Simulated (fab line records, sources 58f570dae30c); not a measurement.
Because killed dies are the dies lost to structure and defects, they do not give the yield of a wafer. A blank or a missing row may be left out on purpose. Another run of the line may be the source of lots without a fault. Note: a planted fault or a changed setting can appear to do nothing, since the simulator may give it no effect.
Problem report in the 8D (eight disciplines) form, filled by code :: flow berkeley cmos170 :: the parts of the form that need people (team, actions taken, sign-off) are left out

## 1. THE PROBLEM
Across 9 wafers from 3 lots, NVT_TW at UCB170_NVT_TW_MEAS_09 averages 555, while fault-free wafers read 523 with a standard deviation of 3.8. Relative to the usual mean, that is a shift of +8.5 standard deviations.
Seen first at day 9 18:54 on film metro-03, wafer L392.1. The record holds 39 wafers of 13 lots with a number at this step. The rule behind "out" and "out of limits": a value lying over 4 standard deviations away from the usual mean. Any other wafer with a number is counted as sound.

## 2. WHAT IT IS; WHAT IT IS NOT
question: which readings at this step
is: NVT_TW
is not: -

question: which lots
is: L392, L393, L395
is not: L379, L380, L381, L382, L383, L384, L397, L398, L400, L402

question: which wafers of those lots
is: all that have a number
is not: -

question: read on which gauges
is: film metro-03, film metro-04
is not: film metro-01

question: when
is: from day 9 18:54
is not: up to then (18 sound wafers); but 12 sound wafers of L397, L398, L400, L402 came after

## 3. WHAT RULES OUT EACH SUSPECT
Counting: a tool stays on the suspect list if, at a process step up to the reading, it processed all lots that are out and no sound lot following the first of them.
- the gauge at UCB170_NVT_TW_MEAS_09 has been ruled out. Those wafers that are out were read across 2 gauges (film metro-03, film metro-04).
- implanter-02 at UCB170_NVT_IMPLANT_07: kept. It ran every lot that is out, first L392 (day 9 18:39), and no sound lot after that; its last sound lot up to then is L383 (day 7 07:44). Out on those wafers are its own readings of beam on s, end station pressure torr, faraday current uA.
After counting, what remains is implanter-02 at UCB170_NVT_IMPLANT_07.

## 4. THE CAUSE (what the simulator had put in)
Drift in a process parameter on implanter-02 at UCB170_NVT_IMPLANT_07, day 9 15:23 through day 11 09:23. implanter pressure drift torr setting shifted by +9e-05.
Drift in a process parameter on implanter-02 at UCB170_NVT_IMPLANT_07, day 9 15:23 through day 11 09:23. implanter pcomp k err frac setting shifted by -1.
After counting, this tool was the only one left.

## 5. SEQUENCE OF EFFECTS, ordered by route
Each row: a reading whose mean over the struck wafers that have a number lies more than 3 standard deviations from the usual. Scope: only readings with a usual standard deviation given in the record; hours: median across lots of the time from each lot's start at the first step in this table that gives one to its start at this step; sigmas: change in usual standard deviations.
hours: 0
step: UCB170_NVT_IMPLANT_07
reading: beam on s
usual: 10.02 s
on struck wafers: 12.24
change: +2.22
sigmas: +11

hours: 0
step: UCB170_NVT_IMPLANT_07
reading: end station pressure torr
usual: 4.97e-06 Torr
on struck wafers: 9.69e-05
change: +9.19e-05
sigmas: +99 or more

hours: 0
step: UCB170_NVT_IMPLANT_07
reading: faraday current uA
usual: 9.50
on struck wafers: 7.85
change: -1.65
sigmas: -9.1

hours: 0
step: UCB170_NVT_TW_MEAS_09
reading: NVT_TW
usual: 523
on struck wafers: 555
change: +32
sigmas: +8.5
The process steps in it:
- UCB170_NVT_IMPLANT_07
At these later measuring or inspecting steps, every struck wafer for which the step has a row has a number for every such reading, and none has moved that far: UCB170_CONTACT_CD_MEAS_90, UCB170_V1_CD_MEAS_12.

## 6. HOW IT WOULD HAVE BEEN CAUGHT EARLIER
Counted from the fault's start at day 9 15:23, it took 4 hours until the first out-of-limits reading at a measuring or inspecting step in this record, taken at day 9 18:54.
The tool's own readings at UCB170_NVT_IMPLANT_07 were out on every struck wafer that the step has a row for (beam on s, end station pressure torr, faraday current uA): an alarm limit on them would have fired on the first of those.
Among the 3 lots that are out, L395 began UCB170_NVT_IMPLANT_07 on implanter-02 after day 9 18:54. Had the tool been put on hold then, it would have been spared.
